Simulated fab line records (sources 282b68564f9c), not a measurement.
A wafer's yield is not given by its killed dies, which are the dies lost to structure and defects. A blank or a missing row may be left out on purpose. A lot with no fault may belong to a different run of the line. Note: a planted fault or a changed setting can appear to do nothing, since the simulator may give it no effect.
What tool caused it? || flow ritCmos || 21 wafers from 7 lots sampled at 2 of the route's 202 steps

== WHAT EACH GAUGE READ, for each wafer ==
RIT_WELLDRIVE_RS_MEAS_01: the measuring method here is four-point-probe.
{"lot": "L119", "measured": "day 2 15:22", "on": "filmMetro-04", "NWELL_RS (ohm/sq)": "276.2 276.0 276.4"}
{"lot": "L121", "measured": "day 3 00:53", "on": "filmMetro-04", "NWELL_RS (ohm/sq)": "275.6 274.3 274.0"}
{"lot": "L123", "measured": "day 3 11:05", "on": "filmMetro-02", "NWELL_RS (ohm/sq)": "275.5 275.7 275.6"}
{"lot": "L125", "measured": "day 3 21:10", "on": "filmMetro-03", "NWELL_RS (ohm/sq)": "275.1 274.1 275.3"}
{"lot": "L127", "measured": "day 4 07:06", "on": "filmMetro-04", "NWELL_RS (ohm/sq)": "276.0 276.5 276.8"}
{"lot": "L130", "measured": "day 4 21:31", "on": "filmMetro-04", "NWELL_RS (ohm/sq)": "275.8 276.2 275.3"}
{"lot": "L139", "measured": "day 6 21:41", "on": "filmMetro-03", "NWELL_RS (ohm/sq)": "282.7 283.5 283.9"}

== EACH LOT AND THE TOOL THAT RAN IT (in order: tool; ch and the chambers of the sampled wafers; start) ==
{"lot": "L119", "RIT_WELLDRIVE_ANNEAL_00": "furnace-04 ch 0, day 2 10:15"}
{"lot": "L121", "RIT_WELLDRIVE_ANNEAL_00": "furnace-04 ch 0, day 2 19:46"}
{"lot": "L123", "RIT_WELLDRIVE_ANNEAL_00": "furnace-02 ch 0, day 3 05:59"}
{"lot": "L125", "RIT_WELLDRIVE_ANNEAL_00": "furnace-03 ch 0, day 3 16:05"}
{"lot": "L127", "RIT_WELLDRIVE_ANNEAL_00": "furnace-02 ch 0, day 4 02:01"}
{"lot": "L130", "RIT_WELLDRIVE_ANNEAL_00": "furnace-03 ch 0, day 4 16:25"}
{"lot": "L139", "RIT_WELLDRIVE_ANNEAL_00": "furnace-04 ch 0, day 6 16:35"}
- RIT_WELLDRIVE_ANNEAL_00: time 14700 s.

== THE ANSWER, worked out from the rows above alone ==
Rule: usual is defined by the lots themselves. Put in order of their means at a reading, lots are off if they are a third of the lots or fewer, leave a main group of 4 or more, and stand apart from it by a gap of 3 or more times the standard deviation of the main group's means; of several such gaps the widest counts. If all means in a main group match to the digits the tables above print for the reading, that group is not used. Also off: a lot with no number at a reading for which 4 or more lots have one. The other lots that the step has rows for count as sound.
Off: at RIT_WELLDRIVE_RS_MEAS_01 (NWELL_RS), L139. The main group has a mean of 275.6 ohm/sq with a standard deviation of 0.66.
If a tool, at a process step before that reading, ran all the lots that are off and no sound lot after the first of them, it fits. Those tools and the gauges at RIT_WELLDRIVE_RS_MEAS_01 are tried in the same way. 2 tools fit, furnace-04 at RIT_WELLDRIVE_ANNEAL_00 and filmMetro-03 at RIT_WELLDRIVE_RS_MEAS_01, so this cannot tell which one it is.

== WHAT THE SIMULATOR HAD INSERTED ==
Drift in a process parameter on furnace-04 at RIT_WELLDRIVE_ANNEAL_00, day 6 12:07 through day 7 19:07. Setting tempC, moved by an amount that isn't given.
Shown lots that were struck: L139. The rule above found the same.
